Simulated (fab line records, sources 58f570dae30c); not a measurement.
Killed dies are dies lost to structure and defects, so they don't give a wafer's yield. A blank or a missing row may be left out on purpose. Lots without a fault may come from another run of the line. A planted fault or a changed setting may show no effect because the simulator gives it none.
One fault seen from 2 desks | flow berkeley_cmos170 | each desk has only its own numbers; what lay behind them comes last

THE TOOL OWNER'S DESK: pecvd-02
The tool's own readings at UCB170_V2_CVD_00 (deposits SiO2 from TEOS/O2, target thk 2000 nm, time 250 s): means of the sampled wafers that have a number, for each lot that ran on this tool. A lot is out of limits, marked OUT, if its mean lies more than 4 standard deviations from the usual mean; the brackets give that distance.
Columns: A = heater_power_w at UCB170_V2_CVD_00, usual 257 W; B = run_length_s at UCB170_V2_CVD_00, usual 278.2 s
lot  | first seen here | A   | B
L711 | day 8 01:15     | 219 | 278.2
L725 | day 10 13:59    | 233 | 230.5 (-81) OUT
L727 | day 10 19:02    | 208 | 230.9 (-80) OUT
This desk's finding: out of limits on L725, L727; first on L725, day 10 13:59 (run_length_s at UCB170_V2_CVD_00). In limits: L711.

THE METROLOGY DESK
What the gauges read, lot by lot, whatever tool the lot ran on: means of the sampled wafers that have a number. A lot is out of limits, marked OUT, if its mean lies more than 4 standard deviations from the usual mean; the brackets give that distance.
Columns: A = M1_AL_RS at UCB170_M1_RS_MEAS_01, usual 0.0483 ohm/sq; B = V1_TEOS_THK at UCB170_V1_THK_MEAS_01, usual 1996 nm; C = V2_TEOS_THK at UCB170_V2_THK_MEAS_01, usual 2001 nm
lot  | first seen here | A      | B    | C
L713 | day 7 11:53     | 0.0486 | 2005 | 1981
L711 | day 7 12:09     | 0.0492 | 1987 | 2013
L712 | day 7 12:26     | 0.0479 | 1965 | 1977
L714 | day 7 14:16     | 0.0482 | 2027 | 1990
L715 | day 8 05:17     | 0.0482 | 1977 | 1991
L716 | day 8 05:25     | 0.0485 | 1989 | 1988
L717 | day 8 05:44     | 0.0489 | 1983 | 1998
L722 | day 9 04:05     | 0.0477 | 1985 | 1958
L725 | day 9 23:04     | 0.0478 | 1961 | 1615 (-16) OUT
L727 | day 10 07:17    | 0.0488 | 1986 | 1623 (-16) OUT
L728 | day 10 08:05    | 0.0490 | 1983 | 1997
L731 | day 10 15:28    | 0.0487 | 1989 | 2016
L732 | day 11 11:18    | 0.0485 | 2006 | 1987
L733 | day 11 14:53    | 0.0476 | 2007 | 1996
This desk's finding: out of limits on L725, L727; first on L725, day 10 14:08 (V2_TEOS_THK at UCB170_V2_THK_MEAS_01). In limits: L713, L711, L712, L714, L715, L716, L717, L722, L728, L731, L732, L733.

PUT TOGETHER
The tool owner's desk could have raised an alarm at day 10 13:59, on L725, L727.
The metrology desk could have raised an alarm at day 10 14:08, on L725, L727.
Of the lots named, all ran UCB170_V2_CVD_00 on pecvd-02.

WHAT THE SIMULATOR HAD PUT IN
Process parameter drift: pecvd-02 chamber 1, from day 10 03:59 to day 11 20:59, at UCB170_V2_CVD_00. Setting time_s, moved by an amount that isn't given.
Lots struck among those shown: L725, L727.
Hours from the fault's start to each desk's first reading out of limits: the tool owner's desk, 10; the metrology desk, 10.
